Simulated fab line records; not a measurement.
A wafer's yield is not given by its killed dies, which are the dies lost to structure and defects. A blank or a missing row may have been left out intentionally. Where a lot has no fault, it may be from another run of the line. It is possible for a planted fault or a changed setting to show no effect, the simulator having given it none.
2 desks looking at one fault -- flow berkeley cmos170 -- each desk holds nothing but its own numbers, with what lay behind them at the end

AT THE METROLOGY DESK
What the gauges read, lot by lot, whatever tool the lot ran on: means of the sampled wafers that have a number. Marked OUT: a lot whose mean sits more than 4 standard deviations from the usual mean, which makes it out of limits; the brackets give that distance.
Columns: A = cd nm at UCB170_NSD_CD_MEAS_06, usual 1200.2 nm
lot,first seen here,A
L599,day 7 15:47,1202.1
L598,day 7 16:11,1199.9
L603,day 9 00:39,1199.2
L611,day 10 16:49,1200.8
L612,day 10 17:29,1199.8
L610,day 10 17:35,1199.2
L617,day 11 12:44,1198.0
L614,day 11 13:44,1200.2
L618,day 11 22:23,1201.2
L619,day 11 22:42,1201.6
L616,day 11 22:47,1200.9
L615,day 11 22:56,1199.6
This desk's verdict: no lot among the 12 shows anything out of limits.

AT THE TOOL OWNER'S DESK: furnace-04
The tool's own readings at UCB170_WELLDRIVE_OXIDATION_01 (target thk 199 nm, ox time 9000 s): means of the sampled wafers that have a number, for each lot that ran on this tool. Marked OUT: a lot whose mean sits more than 4 standard deviations from the usual mean, which makes it out of limits; the brackets give that distance.
Columns: A = ox temp c at UCB170_WELLDRIVE_OXIDATION_01, usual 1100.0 C; B = ox temp c max at UCB170_WELLDRIVE_OXIDATION_01, usual 1106.3
lot,first seen here,A,B
L603,day 4 19:22,1099.8,1109.2
L610,day 6 06:33,1100.1,1108.5
L611,day 6 06:33,1100.0,1108.2
L612,day 6 06:33,1100.0,1107.8
L614,day 7 07:32,1099.2,1109.4
L615,day 7 12:23,1100.2,1107.9
L617,day 7 12:23,1100.4,1110.2
This desk's verdict: no lot among the 7 shows anything out of limits.

ALL TOGETHER
Nothing out of limits was seen by the metrology desk.
Nothing out of limits was seen by the tool owner's desk.

WHAT THE SIMULATOR HAD INSERTED
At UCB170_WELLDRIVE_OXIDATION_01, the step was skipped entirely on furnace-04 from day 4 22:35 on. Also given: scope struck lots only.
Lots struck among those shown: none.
